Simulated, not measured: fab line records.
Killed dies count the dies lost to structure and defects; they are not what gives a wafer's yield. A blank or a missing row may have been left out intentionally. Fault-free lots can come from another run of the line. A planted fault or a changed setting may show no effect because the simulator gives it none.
Comparing a struck lot with a sound one -- flow berkeleyCmos170 -- 15 out of 331 route steps
Sound: these wafers, L444.3, L444.4, L444.6. Wafers struck: L431.2, L431.5, L431.6. Last of all comes the cause.
Order at every step that has rows: each side's tool, ch and its chambers, its first start. Under that, the readings that differ: sound wafers -- struck wafers -- difference of the means -- sigmas: that difference in standard deviations of wafers without a fault.
alike: words and numbers the same on both sides, and readings whose means are apart by under 2 such deviations; not compared: readings that were withheld, readings missing a value for some wafer, numbers with overlapping values and no deviation given by the record, and bounds like >300 which may hide the same value.
A row with sigmas, a row that says differs or no value, or rows on one side alone: a step with any of these is where the two part. When numbers do not overlap yet have no deviation, they are printed without sigmas and do not part them. A reading that every wafer of one side lacks parts them only if that side has two wafers or more.

UCB170_NSD_CD_MEAS_06: the cd target is 1200 nm.
  struck on cdSem-02, day 8 03:02; sound on cdSem-02, day 11 02:28
  alike: cdNm
UCB170_NSD_OVL_MEAS_07:
  struck on overlay-02, day 8 03:08; sound on overlay-01, day 11 02:34
  alike: NSD_OVL
following that, these wafers have no rows for 1 step: UCB170_NSD_IMPLANT_08.
UCB170_NSD_STRIP_09: strips in O2.
  sound on plasmaAsher-04 ch 0,1, day 11 02:46; struck on plasmaAsher-03 ch 0,1, day 8 03:19
  alike: drypumpMotorCurrentA, oesProductAu, stripTimeToEndpointS
  not compared: rfHoursCounterH
UCB170_NSD_TW_MEAS_10:
  struck on filmMetro-02, day 8 03:26; sound on filmMetro-01, day 11 02:51
  alike: NSD_TW
then, 4 steps without rows for these wafers: UCB170_NSD_CLEAN_11 (cleans in SPM, time 600 s); UCB170_BACKSIDE_HMDS_00 (prime time 60 s); UCB170_BACKSIDE_COAT_01 (resist thk 900 nm); UCB170_BACKSIDE_SOFTBAKE_02 (time 60 s).
UCB170_BACKSIDE_STRIP_03: strips in O2.
  sound on plasmaAsher-01 ch 0,1, day 11 03:34; struck on plasmaAsher-02 ch 0,1, day 8 04:22
  alike: drypumpMotorCurrentA, oesProductAu, stripTimeToEndpointS
  not compared: rfHoursCounterH
then, 1 step without rows for these wafers: UCB170_BACKSIDE_CLEAN_04 (cleans in SPM, time 600 s).
UCB170_SDANNEAL_RTA_00: time 10 s.
  sound on rtpAnneal-02 ch 0, day 11 03:51; struck on rtpAnneal-01 ch 0, day 8 04:39
  alike: lampPowerPct, wafer_temp_C_max
UCB170_SDANNEAL_RTA_01: time 5 s.
  sound on rtpAnneal-02 ch 0, day 11 03:55; struck on rtpAnneal-01 ch 0, day 8 04:43
reading,sound,struck,difference,sigmas
wafer_temp_C_max,1052.9 1052.5 1052.0,1013.1 1013.6 1013.2,-39.2,-33
  alike: lampPowerPct
UCB170_SDANNEAL_RS_MEAS_02: measures by four-point-probe.
  struck on filmMetro-02, day 8 05:09; sound on filmMetro-01, day 11 03:59
reading,sound,struck,difference,sigmas
PSD_RS (ohm/sq),75.70 75.38 76.11,96.96 97.28 96.41,+21.15,+81
  not compared: hold
UCB170_M3_PROBE_99:
  rows exist in the record for the sound wafers here (prober-01, day 12 02:38), none for the struck ones

## WHERE THEY PART
Last at UCB170_M3_PROBE_99 as far as this record goes, first at UCB170_SDANNEAL_RTA_01.

WHY: whatever the simulator had introduced
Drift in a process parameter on rtpAnneal-01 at UCB170_SDANNEAL_RTA_01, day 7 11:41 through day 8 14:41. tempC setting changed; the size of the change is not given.
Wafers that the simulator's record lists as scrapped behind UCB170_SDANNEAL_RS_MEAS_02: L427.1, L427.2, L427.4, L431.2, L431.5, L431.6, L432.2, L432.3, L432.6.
